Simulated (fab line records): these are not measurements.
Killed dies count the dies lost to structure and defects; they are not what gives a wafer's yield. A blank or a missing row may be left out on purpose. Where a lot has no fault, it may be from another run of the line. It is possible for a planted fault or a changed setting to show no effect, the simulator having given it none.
The tool behind it: which one? ; flow berkeley-cmos170 ; Sampling: 15 lots, 45 wafers, 3 of 331 route steps

== WHAT EACH GAUGE READ, for each wafer ==
UCB170_GATE_CD_MEAS_12: target cd 350 nm.
lot;measured;on;cd-nm (nm)
L421;day 5 21:14;cd-sem-01;350.9 351.0 350.7
L422;day 6 11:09;cd-sem-02;350.0 350.8 350.5
L423;day 6 10:53;cd-sem-02;349.6 350.6 348.5
L424;day 6 20:26;cd-sem-02;350.3 349.6 351.0
L425;day 6 22:07;cd-sem-02;345.7 345.5 346.2
L426;day 6 22:14;cd-sem-02;350.8 350.7 350.2
L428;day 7 11:13;cd-sem-01;349.0 347.8 349.7
L429;day 7 14:07;cd-sem-02;299.2 300.7 299.4
L430;day 7 18:16;cd-sem-02;299.6 299.4 300.1
L432;day 8 09:38;cd-sem-02;309.9 310.9 309.8
L437;day 9 13:32;cd-sem-01;350.8 349.2 350.7
L438;day 9 13:35;cd-sem-02;352.4 351.4 351.1
L439;day 9 22:10;cd-sem-01;350.7 350.5 350.4
L440;day 9 21:55;cd-sem-02;348.5 348.3 349.7
L441;day 10 06:22;cd-sem-01;351.8 350.1 352.1

== WHAT TOOL EACH LOT RAN ON (gives the tool, then ch and the chambers of the sampled wafers, and finally the start) ==
lot;UCB170_NWELL_PEB_10;UCB170_GATE_SOFTBAKE_08
L421;litho-track-01 ch 0, day 2 08:51;litho-track-01 ch 0, day 5 19:00
L422;litho-track-03 ch 0, day 2 14:32;litho-track-03 ch 0, day 6 10:00
L423;litho-track-01 ch 0, day 2 14:40;litho-track-04 ch 0, day 6 10:00
L424;litho-track-02 ch 0, day 2 21:08;litho-track-03 ch 0, day 6 19:00
L425;litho-track-03 ch 0, day 3 04:59;litho-track-01 ch 0, day 6 21:00
L426;litho-track-01 ch 0, day 3 05:23;litho-track-03 ch 0, day 6 21:00
L428;litho-track-03 ch 0, day 3 14:17;litho-track-03 ch 0, day 7 09:00
L429;litho-track-01 ch 0, day 3 18:37;litho-track-01 ch 0, day 7 13:00
L430;litho-track-03 ch 0, day 4 01:38;litho-track-01 ch 0, day 7 17:00
L432;litho-track-02 ch 0, day 4 13:51;litho-track-01 ch 0, day 8 08:00
L437;litho-track-02 ch 0, day 5 19:04;litho-track-03 ch 0, day 9 12:00
L438;litho-track-03 ch 0, day 5 23:35;litho-track-04 ch 0, day 9 12:00
L439;litho-track-03 ch 0, day 6 08:56;litho-track-03 ch 0, day 9 21:00
L440;litho-track-03 ch 0, day 6 09:10;litho-track-04 ch 0, day 9 21:00
L441;litho-track-03 ch 0, day 6 14:20;litho-track-03 ch 0, day 10 05:00
- UCB170_NWELL_PEB_10
- UCB170_GATE_SOFTBAKE_08: time 60 s.

== AS READ BY THE TOOLS THEMSELVES (means over the sampled wafers that have a number; for cases with no such wafer, the mark the record gives instead) ==
UCB170_NWELL_PEB_10.
lot;tool;plate-sensor-t-centre-C (C);plate-sensor-t-edge-C (C)
L421;litho-track-01;131.41;131.52
L422;litho-track-03;131.42;131.53
L423;litho-track-01;131.41;131.52
L424;litho-track-02;131.41;131.52
L425;litho-track-03;131.40;131.53
L426;litho-track-01;131.41;131.53
L428;litho-track-03;131.40;131.53
L429;litho-track-01;131.40;131.52
L430;litho-track-03;131.40;131.54
L432;litho-track-02;131.41;131.53
L437;litho-track-02;131.41;131.52
L438;litho-track-03;131.41;131.53
L439;litho-track-03;131.41;131.52
L440;litho-track-03;131.41;131.53
L441;litho-track-03;131.40;131.53

UCB170_GATE_SOFTBAKE_08.
lot;tool;heater-power-total-W (W);plate-temp-C (C)
L421;litho-track-01;56.77;130.08
L422;litho-track-03;56.80;130.18
L423;litho-track-04;56.79;129.94
L424;litho-track-03;56.73;129.93
L425;litho-track-01;56.84;129.99
L426;litho-track-03;56.83;129.96
L428;litho-track-03;56.79;130.08
L429;litho-track-01;65.54;145.17
L430;litho-track-01;65.53;145.06
L432;litho-track-01;65.58;145.15
L437;litho-track-03;56.82;129.92
L438;litho-track-04;56.80;130.33
L439;litho-track-03;56.86;129.86
L440;litho-track-04;56.83;129.95
L441;litho-track-03;56.79;129.85

== THE ANSWER, worked out from the rows above alone ==
Rule: usual is defined by the lots themselves. The widest of any qualifying gaps counts: lots, ordered by their means at a reading, are off when they make up no more than a third of the lots, leave a main group of 4 or more, and stand apart from it by 3 or more times the standard deviation of that group's means. If all means in a main group match to the digits the tables above print for the reading, that group is not used. A lot without any number at a reading at which 4 lots or more have one is off too. Any other lot the step has rows for is counted as sound. First the gauges in route order, then the tools' own readings, where a lot's mean is used as printed above. At the first step where some lot is off, the reading lying furthest off is the one used; lots without a number count as furthest.
Off at UCB170_GATE_CD_MEAS_12 (cd-nm): L429, L430, L432. The main group: mean 349.9 nm, standard deviation 1.5.
A tool fits if, at a process step before that reading, it ran every lot that is off, and no sound lot after the first of them. Not tried: the gauges at UCB170_GATE_CD_MEAS_12; whatever is off there is also off at UCB170_GATE_SOFTBAKE_08, on other tools, and gauge error can't account for it. One fits: litho-track-01 at UCB170_GATE_SOFTBAKE_08. Its last sound lot is L425 (day 6 21:00), its first lot that is off L429 (day 7 13:00): a fault that began between those two fits.
The tool's own readings at UCB170_GATE_SOFTBAKE_08 bear it out: on the lots that are off they differ by more than 5 times the standard deviation of the sound lots' means. heater-power-total-W reads 65.55 W there against 56.80 W on the sound lots; plate-temp-C reads 145.13 C there against 130.01 C on the sound lots.

== WHAT THE SIMULATOR HAD PUT IN ==
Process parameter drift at UCB170_GATE_SOFTBAKE_08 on litho-track-01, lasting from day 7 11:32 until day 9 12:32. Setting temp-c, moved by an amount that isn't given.
Struck lots among those shown: L429, L430, L432. The rule given above showed the same thing.
